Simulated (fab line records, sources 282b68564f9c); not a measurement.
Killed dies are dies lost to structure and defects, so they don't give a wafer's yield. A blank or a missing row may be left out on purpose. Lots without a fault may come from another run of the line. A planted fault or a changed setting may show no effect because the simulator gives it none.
A struck lot beside a sound one | flow rit_cmos | 43 steps out of a route of 202
Sound: wafers L490.2, L490.5, L490.6. Struck: wafer L499.1. (L499.3, L499.6 of the same lot were not struck and are left out.) The cause comes at the end.
At each step with rows: each side's tool, then ch and its chambers, then its first start. Under that, the readings that differ: sound wafers | struck wafers | difference of the means | sigmas: that difference in standard deviations of wafers without a fault.
alike: readings whose means differ by less than 2 such deviations, and words and numbers that are the same on both sides. not compared: withheld readings, readings that some wafer has no value for, bounds like >300 that may hide the same value, and numbers for which the record gives no deviation and whose values overlap.
The two part at a step that has a row with sigmas, a row that says differs or no value, or rows on one side only. Numbers that don't overlap but have no deviation are shown without sigmas and don't part them. A reading that every wafer of one side lacks parts them only if that side has two wafers or more.

first, 1 step without rows for these wafers: RIT_GATE_CVD_08 (deposits poly-Si from SiH4, target thk 250 nm, time 2220 s).
RIT_GATE_THK_MEAS_09:
  sound on film_metro-01, day 4 18:04; struck on film_metro-01, day 6 20:02
  alike: GATE_POLY_THK
then, 6 steps without rows for these wafers: RIT_GATE_HMDS_10 (prime time 60 s); RIT_GATE_COAT_11 (resist thk 855.5 nm); RIT_GATE_SOFTBAKE_12 (time 60 s); RIT_GATE_EXPOSE_13 (exposes mask M6, target cd 150 nm); RIT_GATE_PEB_14; RIT_GATE_DEVELOP_15 (develop time 50 s).
RIT_GATE_CD_MEAS_16: target cd 150 nm.
  sound on cd_sem-02, day 4 18:59; struck on cd_sem-01, day 6 21:04
  alike: cd_nm
RIT_GATE_OVL_MEAS_17:
  sound on overlay-01, day 4 19:05; struck on overlay-01, day 6 21:11
  alike: GATE_OVL
then, 1 step without rows for these wafers: RIT_GATE_HARDBAKE_18 (time 60 s).
RIT_GATE_ETCH_19: etches poly-Si in SF6/CHF3/O2, stops on SiO2, time 165 s, target depth 312.5 nm.
  sound on rie_si-01 ch 0,2, day 4 19:16; struck on rie_si-02 ch 1, day 6 21:22
  reading               | sound             | struck | difference | sigmas
  oes_product_au (a.u.) | 0.834 0.841 0.847 | 0.861  | +0.020     | +2
  alike: chamber_pressure_mTorr, drypump_motor_current_A, throttle_valve_pct
  not compared: rf_hours_counter_h
RIT_GATE_STRIP_20: strips in O2, time 180 s.
  sound on plasma_asher-03 ch 0,1, day 4 19:23; struck on plasma_asher-04 ch 1, day 6 21:29
  reading                     | sound       | struck | difference | sigmas
  drypump_motor_current_A (A) | 6.4 6.4 5.2 | 5.0    | -1.0       | -2
  alike: chamber_pressure_mTorr
  not compared: rf_hours_counter_h
RIT_GATE_CD_MEAS_90: target cd 150 nm.
  sound on cd_sem-01, day 4 19:34; struck on cd_sem-02, day 6 21:40
  alike: cd_nm
then, 4 steps without rows for these wafers: RIT_REOX_CLEAN_00 (cleans in SC1, time 600 s); RIT_REOX_CLEAN_01 (cleans in dHF, time 30 s); RIT_REOX_CLEAN_02 (cleans in SC2, time 600 s); RIT_REOX_OXIDATION_03 (target thk 25.2 nm, ox time 5580 s).
RIT_REOX_THK_MEAS_04:
  sound on film_metro-04, day 4 23:17; struck on film_metro-02, day 7 00:41
  alike: REOX_OXIDE_THK
then, 6 steps without rows for these wafers: RIT_NLDD_HMDS_00 (prime time 60 s); RIT_NLDD_COAT_01 (resist thk 1000 nm); RIT_NLDD_SOFTBAKE_02 (time 60 s); RIT_NLDD_EXPOSE_03 (exposes mask M7, target cd 40700 nm); RIT_NLDD_PEB_04; RIT_NLDD_DEVELOP_05 (develop time 50 s).
RIT_NLDD_OVL_MEAS_06:
  sound on overlay-02, day 5 00:32; struck on overlay-01, day 7 01:41
  alike: NLDD_OVL
then, 2 steps without rows for these wafers: RIT_NLDD_HARDBAKE_07 (time 60 s); RIT_NLDD_IMPLANT_08.
RIT_NLDD_STRIP_09: strips in O2, time 180 s.
  sound on plasma_asher-03 ch 0,1, day 5 01:01; struck on plasma_asher-04 ch 1, day 7 02:01
  reading                     | sound       | struck | difference | sigmas
  drypump_motor_current_A (A) | 6.3 6.4 5.2 | 4.9    | -1.1       | -2
  alike: chamber_pressure_mTorr
  not compared: rf_hours_counter_h
RIT_NLDD_TW_MEAS_10:
  sound on film_metro-02, day 5 01:11; struck on film_metro-04, day 7 02:12
  alike: NLDD_TW
then, 6 steps without rows for these wafers: RIT_PLDD_HMDS_00 (prime time 60 s); RIT_PLDD_COAT_01 (resist thk 1000 nm); RIT_PLDD_SOFTBAKE_02 (time 60 s); RIT_PLDD_EXPOSE_03 (exposes mask M8, target cd 40900 nm); RIT_PLDD_PEB_04; RIT_PLDD_DEVELOP_05 (develop time 50 s).
RIT_PLDD_OVL_MEAS_06:
  sound on overlay-02, day 5 02:14; struck on overlay-01, day 7 03:14
  alike: PLDD_OVL
then, 2 steps without rows for these wafers: RIT_PLDD_HARDBAKE_07 (time 60 s); RIT_PLDD_IMPLANT_08.
RIT_PLDD_STRIP_09: strips in O2, time 180 s.
  sound on plasma_asher-01 ch 0,1, day 5 02:34; struck on plasma_asher-04 ch 1, day 7 03:34
  reading                     | sound       | struck | difference | sigmas
  drypump_motor_current_A (A) | 6.0 5.6 6.0 | 4.9    | -1.0       | -3
  alike: chamber_pressure_mTorr
  not compared: rf_hours_counter_h
RIT_PLDD_TW_MEAS_10:
  sound on film_metro-04, day 5 02:44; struck on film_metro-04, day 7 03:44
  alike: PLDD_TW
then, 1 step without rows for these wafers: RIT_SPACER_CLEAN_00 (cleans in SC1, time 600 s).
RIT_M1_PROBE_99:
  sound on prober-02, day 5 20:22; struck on prober-01, day 7 17:08
  reading             | sound  | struck                   | difference                   | sigmas
  hold                | - - -  | await_dispo/1.8h/release | no value on the sound wafers |
  killed_at_front_end | 6 7 10 | 32                       | +24                          | +8
  killed_dies         | 6 7 10 | 32                       | +24                          | +8
  killed_on_rim       | 2 3 1  | 6                        | +4                           | +3
  alike: killed_at_contacts, killed_open, killed_short

WHERE THEY PART
First at RIT_GATE_ETCH_19; last, within this record, at RIT_M1_PROBE_99.

WHY: what the simulator had put in
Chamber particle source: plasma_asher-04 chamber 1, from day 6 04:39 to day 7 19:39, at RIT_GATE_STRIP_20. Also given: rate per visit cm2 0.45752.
